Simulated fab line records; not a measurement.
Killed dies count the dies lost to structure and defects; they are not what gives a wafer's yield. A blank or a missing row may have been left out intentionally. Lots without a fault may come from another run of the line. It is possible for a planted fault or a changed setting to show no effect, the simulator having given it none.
fab line records | flow rit_cmos
[record] lots = 14 | wafers = 42 | last_day = 8
route steps=202 shown REOX@101 NSD@137 CONTACT@169 M1@202
lots untouched by any fault: they come from a run of this same line in which no faults occurred
start_h: start of the lot's first displayed wafer, in hours after the record's first day | wait_h: how many hours have passed since the lot's step before this one | " repeats the value in the row above | L1.1+2: several wafers, shown together as one row | - no value present, or no start provided | * or withheld: withheld | < > ~ a bound
route shown NAME@n: names a module that has steps shown in the file, with the first one's number in the route | usual: average and standard deviation across the fault-free wafers | same: alike in all rows | chamber/n: place in a boat | sites: per-site readings | _std_site: the values' standard deviation | _edge_site: mean of outer sites minus mean of inner sites | radius_mm: how far each site lies from the wafer's centre | mask NAME#n: copy n | behind: the tool/chamber that last shaped the wafer | hold: the reason the lot was held/the length of the hold in hours/how it ended | device: which transistor (n, p or np) failed to switch | end of line: at the end of the route, the tests of the same wafers | a step given without rows: its recipe and nothing more | killed: dies that structure and defects cost at the first sort, which is not the same as the wafer's yield | map: shows each die of a wafer: x if killed, . if not, _ if none is there
set.NAME: the run value of the setting; set.NAME@STEP: its run value at that earlier step | model.NAME: the simulator's own value behind a step, which no gauge read
one table for each step of the route and one row for each wafer, over a sample of lots
services: from which hour (start_h, from the record's first day; less than 0 if before it) a tool's chamber was out of use, for how many hours, and why
[[steps]]
[step RIT_REOX_OXIDATION_03]
[recipe] temp_c = 900 | ambient = O2 | target_thk_a = 252 | ox_time_s = 5580
[usual] ox_temp_c_max = 905.4/1.1 | spike_tc_source_C = 925.9/2
[same] ox_time_s = 5580
lot.wafer | tool       | chamber | start_h | wait_h | ox_temp_c_max | spike_tc_source_C
L354.1    | furnace-03 | 0       | 42.09   | 0.9    | 907.0         | 923.8
L354.3    | "          | 0       | "       | "      | 904.2         | 924.5
L354.4    | "          | 0       | "       | "      | 904.7         | 923.9
L355.2    | furnace-03 | 0       | 45.95   | 0.6    | 906.6         | 924.0
L355.3    | "          | 0       | "       | "      | 906.2         | 925.6
L355.6    | "          | 0       | "       | "      | 907.1         | 925.0
L356.2    | furnace-04 | 0       | 52.05   | 1.3    | 904.8         | 926.1
L356.3    | "          | 0       | "       | "      | 905.1         | 925.5
L356.6    | "          | 0       | "       | "      | 905.2         | 924.6
L357.1    | furnace-04 | 0       | 58.56   | 0.2    | 905.1         | 926.3
L357.2    | "          | 0       | "       | "      | 904.5         | 927.7
L357.6    | "          | 0       | "       | "      | 905.1         | 926.4
L358.1    | furnace-03 | 0       | 65.75   | 1.5    | 906.2         | 923.3
L358.4    | "          | 0       | "       | "      | 906.8         | 925.2
L358.6    | "          | 0       | "       | "      | 905.4         | 924.8
L360.1    | furnace-01 | 0       | 74.24   | 1.6    | 904.1         | 930.6
L360.2    | "          | 0       | "       | "      | 904.2         | 930.2
L360.6    | "          | 0       | "       | "      | 903.5         | 930.2
L362.1    | furnace-01 | 0       | 79.61   | 0.5    | 903.2         | 932.1
L362.3    | "          | 0       | "       | "      | 903.6         | 933.1
L362.4    | "          | 0       | "       | "      | 902.8         | 932.5
L363.3    | furnace-04 | 0       | 89.69   | 0.5    | 905.1         | 928.0
L363.4    | "          | 0       | "       | "      | 906.3         | 926.6
L363.6    | "          | 0       | "       | "      | 905.5         | 926.4
L364.3    | furnace-04 | 0       | 94.43   | 0.9    | 903.5         | 925.8
L364.5    | "          | 0       | "       | "      | 904.5         | 925.1
L364.6    | "          | 0       | "       | "      | 906.3         | 927.4
L366.1    | furnace-04 | 0       | 104.24  | 2.4    | 905.9         | 926.2
L366.2    | "          | 0       | "       | "      | 904.3         | 926.1
L366.3    | "          | 0       | "       | "      | 904.5         | 927.4
L367.2    | furnace-04 | 0       | 113.46  | 0.0    | 906.1         | 926.1
L367.3    | "          | 0       | "       | "      | 905.0         | 926.9
L367.4    | "          | 0       | "       | "      | 905.0         | 925.1
L374.3    | furnace-03 | 0       | 151.53  | 2.6    | 907.0         | 924.8
L374.4    | "          | 0       | "       | "      | 905.2         | 923.0
L374.5    | "          | 0       | "       | "      | 906.5         | 923.0
L376.1    | furnace-03 | 0       | 171.72  | 3.9    | 906.5         | 924.9
L376.2    | "          | 0       | "       | "      | 906.2         | 925.0
L376.6    | "          | 0       | "       | "      | 904.9         | 924.6
L377.2    | furnace-03 | 0       | 171.72  | 4.2    | 904.6         | 924.6
L377.4    | "          | 0       | "       | "      | 906.3         | 926.5
L377.6    | "          | 0       | "       | "      | 905.6         | 923.6
[step RIT_NSD_OVL_MEAS_06]
[usual] NSD_OVL = -0.4/1.6
lot.wafer | tool       | chamber | start_h | wait_h | NSD_OVL[nm]
L354.1    | overlay-01 | -       | 51.50   | -      | -0.9
L354.3    | "          | -       | "       | "      | -1.5
L354.4    | "          | -       | "       | "      | -1.4
L355.2    | overlay-01 | -       | 55.91   | -      | -0.3
L355.3    | "          | -       | "       | "      | -1.3
L355.6    | "          | -       | "       | "      | -1.0
L356.2    | overlay-02 | -       | 61.24   | -      | 2.0
L356.3    | "          | -       | "       | "      | 1.3
L356.6    | "          | -       | "       | "      | 2.3
L357.1    | overlay-01 | -       | 67.56   | -      | -0.8
L357.2    | "          | -       | "       | "      | 0.5
L357.6    | "          | -       | "       | "      | 0.9
L358.1    | overlay-01 | -       | 74.95   | -      | 1.1
L358.4    | "          | -       | "       | "      | 1.0
L358.6    | "          | -       | "       | "      | 0.7
L360.1    | overlay-02 | -       | 83.32   | -      | -0.9
L360.2    | "          | -       | "       | "      | 0.8
L360.6    | "          | -       | "       | "      | 1.7
L362.1    | overlay-01 | -       | 89.15   | -      | 0.5
L362.3    | "          | -       | "       | "      | -0.3
L362.4    | "          | -       | "       | "      | -1.5
L363.3    | overlay-01 | -       | 98.75   | -      | -0.3
L363.4    | "          | -       | "       | "      | 0.8
L363.6    | "          | -       | "       | "      | 1.0
L364.3    | overlay-01 | -       | 104.19  | -      | 2.5
L364.5    | "          | -       | "       | "      | 2.2
L364.6    | "          | -       | "       | "      | 0.9
L366.1    | overlay-01 | -       | 114.32  | -      | 1.0
L366.2    | "          | -       | "       | "      | 2.0
L366.3    | "          | -       | "       | "      | 2.3
L367.2    | overlay-02 | -       | 122.43  | -      | -0.2
L367.3    | "          | -       | "       | "      | -0.9
L367.4    | "          | -       | "       | "      | -0.6
L374.3    | overlay-01 | -       | 162.95  | -      | -2.3
L374.4    | "          | -       | "       | "      | -0.8
L374.5    | "          | -       | "       | "      | 0.1
L377.2    | overlay-01 | -       | 180.86  | -      | -1.3
L377.4    | "          | -       | "       | "      | -0.2
L377.6    | "          | -       | "       | "      | 0.2
L376.1    | overlay-02 | -       | 181.10  | -      | -2.4
L376.2    | "          | -       | "       | "      | -2.7
L376.6    | "          | -       | "       | "      | -3.2
[step RIT_CONTACT_THK_MEAS_01]
[recipe] reads = SiO2_of_CONTACT_CVD_00
[usual] CONTACT_TEOS_THK = 399/7.1
lot.wafer | tool          | chamber | start_h | wait_h | CONTACT_TEOS_THK[nm]
L354.1    | film_metro-02 | -       | 55.11   | 0.0    | 392
L354.3    | "             | -       | "       | "      | 398
L354.4    | "             | -       | "       | "      | 407
L355.2    | film_metro-04 | -       | 59.63   | 0.0    | 392
L355.3    | "             | -       | "       | "      | 388
L355.6    | "             | -       | "       | "      | 398
L356.2    | film_metro-03 | -       | 64.95   | 0.0    | 405
L356.3    | "             | -       | "       | "      | 406
L356.6    | "             | -       | "       | "      | 403
L357.1    | film_metro-04 | -       | 71.08   | 0.0    | 391
L357.2    | "             | -       | "       | "      | 393
L357.6    | "             | -       | "       | "      | 406
L358.1    | film_metro-03 | -       | 78.55   | 0.0    | 402
L358.4    | "             | -       | "       | "      | 401
L358.6    | "             | -       | "       | "      | 400
L360.1    | film_metro-04 | -       | 86.91   | 0.0    | 396
L360.2    | "             | -       | "       | "      | 397
L360.6    | "             | -       | "       | "      | 405
L362.1    | film_metro-02 | -       | 93.12   | 0.0    | 394
L362.3    | "             | -       | "       | "      | 404
L362.4    | "             | -       | "       | "      | 406
L363.3    | film_metro-04 | -       | 102.36  | 0.0    | 401
L363.4    | "             | -       | "       | "      | 404
L363.6    | "             | -       | "       | "      | 401
L364.3    | film_metro-03 | -       | 107.67  | 0.0    | 387
L364.5    | "             | -       | "       | "      | 389
L364.6    | "             | -       | "       | "      | 385
L366.1    | film_metro-04 | -       | 117.98  | 0.0    | 389
L366.2    | "             | -       | "       | "      | 392
L366.3    | "             | -       | "       | "      | 395
L367.2    | film_metro-03 | -       | 125.93  | 0.0    | 386
L367.3    | "             | -       | "       | "      | 385
L367.4    | "             | -       | "       | "      | 389
L374.3    | film_metro-04 | -       | 166.92  | 0.0    | 410
L374.4    | "             | -       | "       | "      | 419
L374.5    | "             | -       | "       | "      | 413
L377.2    | film_metro-03 | -       | 184.47  | 0.0    | 381
L377.4    | "             | -       | "       | "      | 398
L377.6    | "             | -       | "       | "      | 386
L376.1    | film_metro-02 | -       | 184.95  | 0.0    | 398
L376.2    | "             | -       | "       | "      | 392
L376.6    | "             | -       | "       | "      | 400
[step RIT_CONTACT_ETCH_11]
[recipe] target_depth_a = 4800 | over_etch_frac = 0.2 | stop_on = TiSi2 | chemistry = CHF3/CF4/Ar | target = SiO2 | CHF3_flow_sccm = 50 | cf4_flow_sccm = 10 | Ar_flow_sccm = 100 | O2_flow_sccm = 5 | pressure_mtorr = 100 | rf_w = 200 | time_s = 320
[usual] drypump_motor_current_A = 5.7/0.35 | oes_product_au = 0.991/0.014 | throttle_valve_pct = 8.93/0.14
lot.wafer | tool        | chamber | start_h | wait_h | drypump_motor_current_A | oes_product_au | rf_hours_counter_h | throttle_valve_pct
L354.1    | rie_diel-04 | 3       | 56.44   | 0.1    | 5.8                     | 0.992          | 27                 | 9.11
L354.3    | "           | 0       | "       | "      | 5.1                     | 1.014          | 16                 | 8.90
L354.4    | "           | 2       | "       | "      | 5.9                     | 0.986          | 1                  | 8.98
L355.2    | rie_diel-02 | 2       | 61.17   | 0.1    | 5.5                     | 0.994          | 5                  | 8.81
L355.3    | "           | 3       | "       | "      | 5.6                     | 0.988          | 42                 | 9.18
L355.6    | "           | 3       | "       | "      | 5.6                     | 0.990          | -                  | 9.18
L356.2    | rie_diel-01 | 3       | 66.28   | 0.1    | 5.3                     | 1.001          | 111                | 8.96
L356.3    | "           | 1       | "       | "      | 5.8                     | 0.996          | 2                  | 8.69
L356.6    | "           | 1       | "       | "      | 5.8                     | 0.988          | -                  | 8.69
L357.1    | rie_diel-01 | 3       | 72.41   | 0.1    | 5.3                     | 0.997          | 111                | 8.96
L357.2    | "           | 2       | "       | "      | 6.0                     | 0.961          | 102                | 9.05
L357.6    | "           | 0       | "       | "      | 6.1                     | 0.983          | -                  | 8.68
L358.1    | rie_diel-01 | 3       | 80.12   | 0.1    | 5.3                     | 0.996          | 112                | 8.96
L358.4    | "           | 1       | "       | "      | 5.8                     | 0.990          | 3                  | 8.70
L358.6    | "           | 1       | "       | "      | 5.8                     | 0.989          | -                  | 8.71
L360.1    | rie_diel-01 | 3       | 88.25   | 0.1    | 5.3                     | 0.996          | 112                | 8.96
L360.2    | "           | 0       | "       | "      | 6.1                     | 0.970          | 46                 | 8.70
L360.6    | "           | 2       | "       | "      | 6.0                     | 0.966          | -                  | 9.06
L362.1    | rie_diel-02 | 3       | 94.73   | 0.1    | 5.6                     | 0.990          | 43                 | 9.19
L362.3    | "           | 2       | "       | "      | 5.6                     | 1.000          | 5                  | 8.81
L362.4    | "           | 0       | "       | "      | 5.0                     | 1.022          | 148                | 8.82
L363.3    | rie_diel-01 | 1       | 103.80  | 0.1    | 5.8                     | 0.984          | 3                  | 8.69
L363.4    | "           | 3       | "       | "      | 5.3                     | 0.996          | 112                | 8.97
L363.6    | "           | 3       | "       | "      | 5.3                     | 0.992          | -                  | 8.96
L364.3    | rie_diel-02 | 0       | 109.10  | 0.1    | 5.0                     | 1.017          | 148                | 8.81
L364.5    | "           | 1       | "       | "      | 6.1                     | 1.000          | -                  | 8.85
L364.6    | "           | 0       | "       | "      | 5.0                     | 1.023          | -                  | 8.81
L366.1    | rie_diel-02 | 1       | 119.32  | 0.1    | 6.1                     | 0.986          | 80                 | 8.86
L366.2    | "           | 2       | "       | "      | 5.6                     | 0.997          | 6                  | 8.81
L366.3    | "           | 3       | "       | "      | 5.6                     | 0.984          | 43                 | 9.16
L367.2    | rie_diel-01 | 3       | 127.26  | 0.1    | 5.3                     | 0.992          | 113                | 8.93
L367.3    | "           | 0       | "       | "      | 6.1                     | 0.977          | 46                 | 8.69
L367.4    | "           | 1       | "       | "      | 5.8                     | 0.994          | 4                  | 8.71
L374.3    | rie_diel-02 | 1       | 168.36  | 0.1    | 6.1                     | 0.996          | 81                 | 8.86
L374.4    | "           | 2       | "       | "      | 5.5                     | 1.001          | -                  | 8.82
L374.5    | "           | 3       | "       | "      | 5.6                     | 0.987          | -                  | 9.17
L377.2    | rie_diel-04 | 2       | 186.13  | 0.1    | 6.0                     | 0.980          | 3                  | 8.97
L377.4    | "           | 1       | "       | "      | 5.9                     | 0.991          | 10                 | 9.01
L377.6    | "           | 0       | "       | "      | 5.1                     | 1.004          | -                  | 8.88
L376.1    | rie_diel-01 | 2       | 186.62  | 0.1    | 6.0                     | 0.956          | 105                | 9.04
L376.2    | "           | 3       | "       | "      | 5.3                     | 0.983          | 114                | 8.94
L376.6    | "           | 2       | "       | "      | 6.0                     | 0.953          | -                  | 9.07
[step RIT_M1_PROBE_99]
[usual] killed_at_M0_to_M3 = 0.0/0.083 | killed_at_contacts = 0.1/0.27 | killed_at_front_end = 7/3.1 | killed_dies = 7/3.2 | killed_on_rim = 1.8/1.4 | killed_open = 3.8/2.1 | killed_short = 3.6/2
[same] gross_dies = 264 | killed_at_M4_up = 0 | killed_at_back_side = 0 | killed_at_other = 0
lot.wafer | tool      | chamber | start_h | wait_h | killed_at_M0_to_M3 | killed_at_contacts | killed_at_front_end | killed_dies | killed_on_rim | killed_open | killed_short
L354.1    | prober-01 | -       | 61.42   | 0.1    | 0                  | 0                  | 8                   | 8           | 3             | 3           | 5
L354.3    | prober-01 | -       | 61.52   | 0.2    | 0                  | 0                  | 1                   | 1           | 0             | 1           | 0
L354.4    | prober-01 | -       | 61.57   | 0.2    | 0                  | 0                  | 5                   | 5           | 1             | 2           | 3
L355.2    | prober-02 | -       | 66.07   | 0.1    | 0                  | 0                  | 5                   | 5           | 2             | 1           | 4
L355.3    | prober-02 | -       | 66.12   | 0.2    | 0                  | 0                  | 8                   | 8           | 2             | 4           | 4
L355.6    | prober-02 | -       | 66.27   | 0.2    | 0                  | 0                  | 8                   | 8           | 1             | 4           | 4
L356.2    | prober-01 | -       | 71.40   | 0.1    | 0                  | 0                  | 5                   | 5           | 0             | 4           | 1
L356.3    | prober-01 | -       | 71.45   | 0.2    | 0                  | 0                  | 10                  | 10          | 4             | 7           | 3
L356.6    | prober-01 | -       | 71.60   | 0.2    | 0                  | 0                  | 10                  | 10          | 2             | 6           | 4
L357.1    | prober-02 | -       | 77.34   | 0.1    | 0                  | 0                  | 12                  | 12          | 1             | 6           | 6
L357.2    | prober-02 | -       | 77.39   | 0.1    | 0                  | 0                  | 5                   | 5           | 1             | 2           | 3
L357.6    | prober-02 | -       | 77.59   | 0.2    | 0                  | 0                  | 7                   | 7           | 0             | 3           | 4
L358.1    | prober-01 | -       | 85.25   | 0.1    | 0                  | 0                  | 7                   | 7           | 0             | 5           | 2
L358.4    | prober-01 | -       | 85.40   | 0.2    | 0                  | 0                  | 6                   | 6           | 1             | 4           | 2
L358.6    | prober-01 | -       | 85.50   | 0.2    | 0                  | 0                  | 11                  | 11          | 4             | 4           | 7
L360.1    | prober-01 | -       | 93.49   | 0.1    | 0                  | 1                  | 5                   | 6           | 2             | 4           | 2
L360.2    | prober-01 | -       | 93.54   | 0.1    | 0                  | 0                  | 7                   | 7           | 1             | 2           | 5
L360.6    | prober-01 | -       | 93.74   | 0.2    | 0                  | 0                  | 3                   | 3           | 1             | 1           | 2
L362.1    | prober-01 | -       | 99.61   | 0.1    | 0                  | 0                  | 15                  | 15          | 4             | 8           | 7
L362.3    | prober-01 | -       | 99.71   | 0.2    | 0                  | 0                  | 6                   | 6           | 1             | 1           | 5
L362.4    | prober-01 | -       | 99.76   | 0.2    | 0                  | 0                  | 4                   | 4           | 2             | 1           | 3
L363.3    | prober-02 | -       | 108.75  | 0.2    | 1                  | 0                  | 9                   | 10          | 3             | 3           | 7
L363.4    | prober-02 | -       | 108.80  | 0.2    | 0                  | 0                  | 8                   | 8           | 1             | 3           | 5
L363.6    | prober-02 | -       | 108.90  | 0.2    | 0                  | 0                  | 5                   | 5           | 1             | 3           | 2
L364.3    | prober-01 | -       | 114.18  | 0.2    | 0                  | 0                  | 12                  | 12          | 4             | 7           | 5
L364.5    | prober-01 | -       | 114.28  | 0.2    | 0                  | 0                  | 14                  | 14          | 4             | 8           | 6
L364.6    | prober-01 | -       | 114.33  | 0.2    | 0                  | 0                  | 4                   | 4           | 2             | 1           | 3
L366.1    | prober-01 | -       | 124.19  | 0.1    | 0                  | 0                  | 82                  | 82          | 29            | 3           | 6
L366.2    | prober-01 | -       | 124.24  | 0.1    | 0                  | 0                  | 85                  | 85          | 20            | 2           | 4
L366.3    | prober-01 | -       | 124.29  | 0.2    | 0                  | 0                  | 77                  | 77          | 17            | 5           | 6
L367.2    | prober-02 | -       | 132.16  | 0.1    | 0                  | 0                  | 78                  | 78          | 17            | 1           | 0
L367.3    | prober-02 | -       | 132.21  | 0.2    | 0                  | 0                  | 78                  | 78          | 20            | 2           | 2
L367.4    | prober-02 | -       | 132.26  | 0.2    | 0                  | 0                  | 48                  | 48          | 14            | 1           | 2
L374.3    | prober-01 | -       | 174.60  | 0.2    | 0                  | 0                  | 14                  | 14          | 2             | 6           | 8
L374.4    | prober-01 | -       | 174.65  | 0.2    | 0                  | 0                  | 11                  | 11          | 4             | 5           | 6
L374.5    | prober-01 | -       | 174.70  | 0.2    | 0                  | 0                  | 12                  | 12          | 4             | 6           | 6
L377.2    | prober-01 | -       | 191.05  | 0.1    | 0                  | 0                  | 9                   | 9           | 2             | 2           | 7
L377.4    | prober-01 | -       | 191.15  | 0.2    | 0                  | 0                  | 13                  | 13          | 2             | 8           | 5
L377.6    | prober-01 | -       | 191.25  | 0.2    | 0                  | 0                  | 10                  | 10          | 3             | 6           | 4
L376.1    | prober-02 | -       | 192.50  | 0.1    | 0                  | 0                  | 11                  | 11          | 2             | 7           | 4
L376.2    | prober-02 | -       | 192.55  | 0.1    | 0                  | 0                  | 4                   | 4           | 0             | 3           | 1
L376.6    | prober-02 | -       | 192.75  | 0.2    | 0                  | 0                  | 5                   | 5           | 1             | 4           | 1
// killed by level:class
L354.1 REOX:geometric_particle:open=2 GATE:geometric_particle:short=2 FOX1:geometric_particle:short=1 SPACER:geometric_particle:short=1 SILICIDE:geometric_particle:open=1 SILICIDE:geometric_particle:short=1
L354.3 SILICIDE:geometric_particle:open=1
L354.4 SILICIDE:geometric_particle:short=2 FOX1:geometric_particle:open=1 FOX1:geometric_particle:short=1 REOX:geometric_particle:open=1
L355.2 SILICIDE:geometric_particle:short=2 FOX1:geometric_particle:open=1 GATE:geometric_particle:short=1 REOX:geometric_particle:short=1
L355.3 REOX:geometric_particle:open=2 REOX:geometric_particle:short=2 FOX1:geometric_particle:short=1 FOX2:geometric_particle:open=1 GATE:geometric_particle:open=1 GATE:geometric_particle:short=1
L355.6 GATE:geometric_particle:open=2 FOX1:geometric_particle:open=1 FOX2:geometric_particle:open=1 FOX2:geometric_particle:short=1 GATE:geometric_particle:short=1 SPACER:geometric_particle:short=1 SILICIDE:geometric_particle:short=1
L356.2 FOX1:geometric_particle:open=1 FOX1:geometric_particle:short=1 GATE:geometric_particle:open=1 REOX:geometric_particle:open=1 SPACER:geometric_particle:open=1
L356.3 GATE:geometric_particle:open=3 FOX1:geometric_particle:open=2 REOX:geometric_particle:open=2 FOX1:geometric_particle:short=1 SPACER:geometric_particle:short=1 SILICIDE:geometric_particle:short=1
L356.6 GATE:geometric_particle:open=4 FOX1:geometric_particle:short=2 FOX1:geometric_particle:open=1 GATE:geometric_particle:short=1 REOX:geometric_particle:open=1 REOX:geometric_particle:short=1
L357.1 SPACER:geometric_particle:short=5 GATE:geometric_particle:open=2 SPACER:geometric_particle:open=2 REOX:geometric_particle:open=1 REOX:geometric_particle:short=1 SILICIDE:geometric_particle:open=1
L357.2 FOX1:geometric_particle:short=1 FOX2:geometric_particle:short=1 GATE:geometric_particle:open=1 REOX:geometric_particle:short=1 SILICIDE:geometric_particle:open=1
L357.6 GATE:geometric_particle:open=2 SILICIDE:geometric_particle:short=2 FOX1:geometric_particle:short=1 FOX1:geometric_particle:open=1 REOX:geometric_particle:short=1
L358.1 REOX:geometric_particle:open=3 REOX:geometric_particle:short=2 FOX1:geometric_particle:open=1 GATE:geometric_particle:open=1
L358.4 GATE:geometric_particle:open=2 SPACER:geometric_particle:short=2 FOX1:geometric_particle:open=1 SILICIDE:geometric_particle:open=1
L358.6 GATE:geometric_particle:short=3 REOX:geometric_particle:open=3 REOX:geometric_particle:short=2 FOX1:geometric_particle:open=1 FOX1:geometric_particle:short=1 FOX2:geometric_particle:short=1
L360.1 REOX:geometric_particle:open=3 FOX2:geometric_particle:open=1 SILICIDE:geometric_particle:short=1 CONTACT:geometric_particle:short=1
L360.2 GATE:geometric_particle:short=3 FOX1:geometric_particle:short=1 FOX1:geometric_particle:open=1 FOX2:geometric_particle:short=1 REOX:geometric_particle:open=1
L360.6 GATE:geometric_particle:short=1 REOX:geometric_particle:short=1 REOX:geometric_particle:open=1
L362.1 GATE:geometric_particle:open=4 GATE:geometric_particle:short=3 FOX1:geometric_particle:short=2 SILICIDE:geometric_particle:open=1 FOX1:geometric_particle:open=1 FOX2:geometric_particle:short=1 FOX2:geometric_particle:open=1 SPACER:geometric_particle:open=1
L362.3 FOX1:geometric_particle:short=2 GATE:geometric_particle:short=2 SPACER:geometric_particle:open=1 SILICIDE:geometric_particle:short=1
L362.4 ACTIVE:geometric_particle:short=1 FOX1:geometric_particle:open=1 FOX1:geometric_particle:short=1 GATE:geometric_particle:short=1
L363.3 FOX1:geometric_particle:open=2 REOX:geometric_particle:short=2 SPACER:geometric_particle:short=2 GATE:geometric_particle:short=1 REOX:geometric_particle:open=1 SILICIDE:geometric_particle:short=1 M1:geometric_particle:short=1
L363.4 GATE:geometric_particle:short=3 GATE:geometric_particle:open=2 REOX:geometric_particle:short=1 SPACER:geometric_particle:short=1 SILICIDE:geometric_particle:open=1
L363.6 GATE:geometric_particle:open=2 SPACER:geometric_particle:short=2 FOX2:geometric_particle:open=1
L364.3 SILICIDE:geometric_particle:open=3 FOX1:geometric_particle:short=2 GATE:geometric_particle:open=2 SILICIDE:geometric_particle:short=2 FOX1:geometric_particle:open=1 FOX2:geometric_particle:open=1 GATE:geometric_particle:short=1
L364.5 FOX1:geometric_particle:open=4 FOX1:geometric_particle:short=2 FOX2:geometric_particle:open=2 GATE:geometric_particle:short=2 REOX:geometric_particle:short=1 REOX:geometric_particle:open=1 SPACER:geometric_particle:open=1 SILICIDE:geometric_particle:short=1
L364.6 FOX1:geometric_particle:short=2 FOX2:geometric_particle:open=1 SILICIDE:geometric_particle:short=1
L366.1 REOX:unspecified=73 FOX1:geometric_particle:short=2 GATE:geometric_particle:open=2 GATE:geometric_particle:short=2 REOX:geometric_particle:short=2 SILICIDE:geometric_particle:open=1
L366.2 REOX:unspecified=79 FOX1:geometric_particle:open=2 SPACER:geometric_particle:short=2 GATE:geometric_particle:short=1 REOX:geometric_particle:short=1
L366.3 REOX:unspecified=66 SPACER:geometric_particle:short=3 REOX:geometric_particle:open=2 FOX1:geometric_particle:short=1 FOX1:geometric_particle:open=1 GATE:geometric_particle:short=1 GATE:geometric_particle:open=1 REOX:geometric_particle:short=1
L367.2 REOX:unspecified=77 GATE:geometric_particle:open=1
L367.3 REOX:unspecified=74 FOX1:geometric_particle:short=1 GATE:geometric_particle:open=1 SPACER:geometric_particle:open=1 SILICIDE:geometric_particle:short=1
L367.4 REOX:unspecified=45 SPACER:geometric_particle:short=2 REOX:geometric_particle:open=1
L374.3 GATE:geometric_particle:short=3 FOX1:geometric_particle:open=2 GATE:geometric_particle:open=2 REOX:geometric_particle:short=2 REOX:geometric_particle:open=2 SPACER:geometric_particle:short=2 SILICIDE:geometric_particle:short=1
L374.4 FOX1:geometric_particle:short=4 GATE:geometric_particle:open=2 SILICIDE:geometric_particle:open=2 FOX1:geometric_particle:open=1 GATE:geometric_particle:short=1 REOX:geometric_particle:short=1
L374.5 FOX1:geometric_particle:short=5 FOX1:geometric_particle:open=2 SILICIDE:geometric_particle:open=2 FOX2:geometric_particle:short=1 GATE:geometric_particle:open=1 REOX:geometric_particle:open=1
L377.2 GATE:geometric_particle:open=2 SPACER:geometric_particle:short=2 FOX1:geometric_particle:short=1 FOX2:geometric_particle:short=1 GATE:geometric_particle:short=1 REOX:geometric_particle:short=1 SILICIDE:geometric_particle:short=1
L377.4 GATE:geometric_particle:short=3 SILICIDE:geometric_particle:open=3 GATE:geometric_particle:open=2 SPACER:geometric_particle:open=2 REOX:geometric_particle:open=1 SPACER:geometric_particle:short=1 SILICIDE:geometric_particle:short=1
L377.6 SILICIDE:geometric_particle:open=2 FOX1:geometric_particle:short=1 FOX1:geometric_particle:open=1 FOX2:geometric_particle:short=1 FOX2:geometric_particle:open=1 GATE:geometric_particle:open=1 GATE:geometric_particle:short=1 SPACER:geometric_particle:open=1
L376.1 GATE:geometric_particle:open=4 GATE:geometric_particle:short=3 FOX1:geometric_particle:open=1 REOX:geometric_particle:open=1 SILICIDE:geometric_particle:short=1 SILICIDE:geometric_particle:open=1
L376.2 FOX1:geometric_particle:open=1 FOX2:geometric_particle:open=1 GATE:geometric_particle:open=1 SILICIDE:geometric_particle:short=1
L376.6 FOX1:geometric_particle:open=2 REOX:geometric_particle:open=1 SPACER:geometric_particle:open=1 SILICIDE:geometric_particle:short=1
[[services]]
tool        | chamber | start_h | hours | kind
rie_diel-02 | 2       | 18.31   | 1.7   | repair
furnace-01  | -       | 59.65   | 2.8   | pm
rie_diel-02 | -       | 65.82   | 14.6  | pm
rie_diel-04 | 2       | 67.37   | 2.4   | repair
furnace-03  | -       | 70.85   | 2.2   | pm
furnace-03  | -       | 85.52   | 3.0   | pm
rie_diel-01 | 1       | 132.79  | 2.2   | repair
rie_diel-01 | -       | 136.51  | 0.1   | repair
rie_diel-02 | 0       | 156.97  | 3.9   | repair
furnace-03  | -       | 159.97  | 4.0   | pm
rie_diel-01 | 3       | 162.46  | 1.8   | repair
rie_diel-02 | 0       | 163.51  | -     | clean
rie_diel-02 | 0       | 163.51  | 22.0  | scheduled_down
rie_diel-02 | 0       | 163.51  | 22.0  | vent_cycle
rie_diel-02 | 2       | 170.87  | 18.4  | repair
rie_diel-04 | -       | 175.47  | 0.4   | repair
[[key]]
[first_sign] step = RIT_M1_PROBE_99 | reading = killed_at_front_end | direction = up | sigmas = 21 | usual = 7 | struck = 75
[effect] step = RIT_M1_PROBE_99 | reading = killed_dies | direction = up | sigmas = 21 | usual = 7 | struck = 75
met_at RIT_REOX_OXIDATION_03
struck_lots L366,L367
tester_left_out L366,L367
[loop_trim] step = RIT_CONTACT_EXPOSE_05 | setting = dose | lots = L366,L367
not_acting_at RIT_NSD_OVL_MEAS_06,RIT_CONTACT_THK_MEAS_01,RIT_CONTACT_ETCH_11
onset_between 94.43 104.24
[fault] kind = chamber_particle_source | tool = furnace-04 | chamber = - | onset_h = 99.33 | steps = RIT_REOX_OXIDATION_03 | rate_per_visit_cm2 = 0.58494 | end_h = 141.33
// tester_left_out: of these lots the tester's yield and bins aren't shown, on N5 and GAA mostly nor the transistor test; their killed dies are dies lost to structure and defects alone, not to doping, threshold or leakage, so they don't give the yield
// loop_trim: a control loop set the setting to another value than it would have without faults
